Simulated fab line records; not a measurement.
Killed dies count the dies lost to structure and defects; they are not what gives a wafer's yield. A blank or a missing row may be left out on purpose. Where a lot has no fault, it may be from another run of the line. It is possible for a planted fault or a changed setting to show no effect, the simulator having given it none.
The same fault as seen by 2 desks :: flow berkeley-cmos170 :: only its own numbers are on each desk; what lay behind them is given at the end

## THE METROLOGY DESK
Lot by lot, what the gauges showed, no matter which tool ran the lot: averages of those sampled wafers that carry a number. A lot is out of limits, marked OUT, if its mean lies more than 4 standard deviations from the usual mean; the brackets give that distance.
Columns: A = NLDD_RS at UCB170_SDANNEAL_RS_MEAS_05, usual 616.8 ohm/sq; B = M3_BOW at UCB170_M3_BOW_MEAS_20, usual 35 um
lot: L449
first seen here: day 7 02:49
A: 616.6
B: 33

lot: L448
first seen here: day 7 02:59
A: 616.1
B: 35

lot: L451
first seen here: day 7 03:17
A: 615.1
B: 31

lot: L450
first seen here: day 7 03:38
A: 617.9
B: 23

lot: L453
first seen here: day 7 13:11
A: 614.4
B: 31

lot: L452
first seen here: day 7 13:25
A: 614.6
B: 34

lot: L454
first seen here: day 7 13:39
A: 618.5
B: 38

lot: L455
first seen here: day 8 01:07
A: 617.3
B: 40

lot: L459
first seen here: day 9 06:41
A: 616.7
B: 32

lot: L467
first seen here: day 10 19:27
A: 614.7
B: 44

lot: L465
first seen here: day 10 19:58
A: 619.4
B: 31

lot: L466
first seen here: day 10 21:19
A: 617.9
B: 35

lot: L471
first seen here: day 10 23:09
A: 617.8
B: 38
Finding of this desk: none of the 13 lots has anything out of limits.

## AT THE TOOL OWNER'S DESK: rie-diel-01
The tool's own readings at UCB170_M3_ETCH_17 (etches BARC in N2/H2): means of the sampled wafers that have a number, for each lot that ran on this tool. A lot is out of limits, marked OUT, if its mean lies more than 4 standard deviations from the usual mean; the brackets give that distance.
Columns: A = drypump-motor-current-A at UCB170_M3_ETCH_17, usual 5.8 A; B = oes-product-au at UCB170_M3_ETCH_17, usual 1.001 a.u.; C = rf-fwd-power-W at UCB170_M3_ETCH_17, usual 494.5 W; D = throttle-valve-pct at UCB170_M3_ETCH_17, usual 13.27 %
lot: L449
first seen here: day 8 03:44
A: 5.5
B: 1.024
C: 494.8
D: 13.12

lot: L450
first seen here: day 8 06:41
A: 5.7
B: 1.006
C: 493.9
D: 13.20

lot: L454
first seen here: day 8 14:53
A: 5.6
B: 1.021
C: 493.8
D: 13.18

lot: L459
first seen here: day 10 09:41
A: 5.7
B: 0.986
C: 469.5 (-16) OUT
D: 13.19
This desk's finding: out of limits on L459; first on L459, day 10 09:41 (rf-fwd-power-W at UCB170_M3_ETCH_17). L449, L450, L454: within limits.

## PUT TOGETHER
At day 10 09:41, on L459, the tool owner's desk was in a position to raise an alarm.
The metrology desk saw nothing out of limits.
The metrology desk holds a record of L459, inside its limits.
On rie-diel-01, each named lot ran UCB170_M3_ETCH_17.

## WHAT THE SIMULATOR HAD PUT IN
rie-diel-01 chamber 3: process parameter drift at UCB170_M3_ETCH_17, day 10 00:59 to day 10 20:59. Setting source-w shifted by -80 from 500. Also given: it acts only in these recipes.
Struck lots among those shown: L459.
Each desk's first reading out of limits, in hours after the fault started: the tool owner's desk, 9.
